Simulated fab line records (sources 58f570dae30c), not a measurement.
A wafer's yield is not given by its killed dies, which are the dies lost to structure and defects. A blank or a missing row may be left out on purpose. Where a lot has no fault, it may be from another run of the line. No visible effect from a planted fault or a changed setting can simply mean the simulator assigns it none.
Matching of chambers	flow berkeleyCmos170	UCB170_GATE_ETCH_15 on rieSi-02: 4 sister chambers
The step etches poly-Si in HBr/Cl2, stops on SiO2, time 56.3 s, target depth 278.2 nm. 8 wafers are shown with their chamber, then 7 later ones without.

EACH WAFER AND ITS CHAMBER
wafer	chamber	throttleValvePct (%)	drypumpMotorCurrentA (A)
L795.2	0	26.20	5.3
L795.4	2	26.22	5.6
L795.5	3	26.75	6.5
L799.1	3	26.74	6.5
L799.5	0	26.20	5.3
L799.6	1	26.86	5.6
L803.2	1	26.85	5.6
L803.3	2	26.22	5.7

WAFERS WHOSE CHAMBER IS MISSING
wafer	throttleValvePct (%)	drypumpMotorCurrentA (A)
L803.6	26.85	5.6
L805.1	26.85	5.6
L805.2	26.22	5.7
L805.5	26.23	5.6
L806.1	26.84	5.6
L806.3	26.21	5.7
L806.5	26.22	5.7

WHICH CHAMBER EACH WENT THROUGH
wafer	from the rows above	in truth
L803.6	1	1
L805.1	1	1
L805.2	2	2
L805.5	2	2
L806.1	1	1
L806.3	2	2
L806.5	2	2
Correctly placed: 7 of 7. Number that these rows cannot place: 0. Number placed wrongly: 0.
How it was worked out, from the rows above alone: a wafer's distance from a chamber is the root of the sum, over the readings, of the square of ((its reading less the chamber's mean) divided by the reading's scatter). The wafer belongs to the nearest chamber; if the next one is less than 2 further off, it can't be placed. The mean given for a chamber averages the wafers shown for that chamber. How the scatter is found: for the shown wafers, subtract from each reading the mean of its chamber, square and add these, divide the total by (wafers less chambers), then take the root.
